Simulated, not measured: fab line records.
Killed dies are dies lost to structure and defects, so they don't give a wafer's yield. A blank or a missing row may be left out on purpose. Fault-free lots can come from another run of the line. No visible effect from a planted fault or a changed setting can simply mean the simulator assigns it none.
2 desks, one fault | flow berkeleyCmos170 | each desk holds nothing but its own numbers, with what lay behind them at the end

== THE TOOL OWNER'S DESK: pecvd-03 ==
The tool's own readings at UCB170_V1_CVD_00 (deposits SiO2 from TEOS/O2, target thk 2000 nm, time 250 s): means of the sampled wafers that have a number, for each lot that ran on this tool. Marked OUT: a lot whose mean sits more than 4 standard deviations from the usual mean, which makes it out of limits; the brackets give that distance.
Columns: A = heaterPowerW at UCB170_V1_CVD_00, usual 237 W; B = rfFwdPowerW at UCB170_V1_CVD_00, usual 548.4 W
lot  | first seen here | A   | B
L459 | day 7 15:43     | 245 | 548.3
L461 | day 8 11:46     | 196 | 548.6
L462 | day 8 13:44     | 246 | 548.1
L466 | day 9 10:01     | 233 | 549.7
L468 | day 10 09:46    | 270 | 547.1
L472 | day 10 22:09    | 306 | 481.8 (-39) OUT
L473 | day 11 00:49    | 264 | 481.9 (-39) OUT
This desk finds L472, L473 out of limits, L472 being first, at day 10 22:09 (rfFwdPowerW at UCB170_V1_CVD_00). L459, L461, L462, L466, L468 stayed within limits.

== THE METROLOGY DESK ==
Lot by lot, what the gauges showed, no matter which tool ran the lot: averages of those sampled wafers that carry a number. Marked OUT: a lot whose mean sits more than 4 standard deviations from the usual mean, which makes it out of limits; the brackets give that distance.
Columns: A = M1_OVL at UCB170_M1_OVL_MEAS_10, usual 0 nm; B = V1_TEOS_THK at UCB170_V1_THK_MEAS_01, usual 2006 nm
lot  | first seen here | A  | B
L459 | day 7 13:20     | 2  | 2006
L461 | day 8 10:01     | 10 | 2031
L462 | day 8 11:59     | -8 | 2031
L460 | day 8 12:15     | 0  | 1996
L466 | day 9 08:15     | -2 | 2002
L465 | day 9 08:25     | -7 | 2017
L468 | day 10 08:00    | 1  | 2019
L467 | day 10 08:24    | -9 | 2010
L472 | day 10 20:24    | 6  | 1942
L473 | day 10 22:55    | 6  | 1936
L477 | day 11 16:05    | -1 | 2012
L478 | day 11 17:20    | 0  | 1987
L479 | day 12 00:33    | 10 | 2002
L482 | day 12 18:38    | 2  | 2035
Finding of this desk: none of the 14 lots has anything out of limits.

== BROUGHT TOGETHER ==
At day 10 22:09, on L472, L473, the tool owner's desk was in a position to raise an alarm.
Metrology desk: nothing out of limits seen.
The metrology desk holds a record of L472, L473, inside its limits.
UCB170_V1_CVD_00 was run on pecvd-03 by each of the lots named.

== WHAT THE SIMULATOR PUT IN ==
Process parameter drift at UCB170_V1_CVD_00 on pecvd-03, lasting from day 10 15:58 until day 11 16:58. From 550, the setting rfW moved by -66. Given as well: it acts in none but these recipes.
Shown lots that were struck: L472, L473.
Delay in hours, fault start to first out-of-limits reading, by desk: the tool owner's desk at 6.
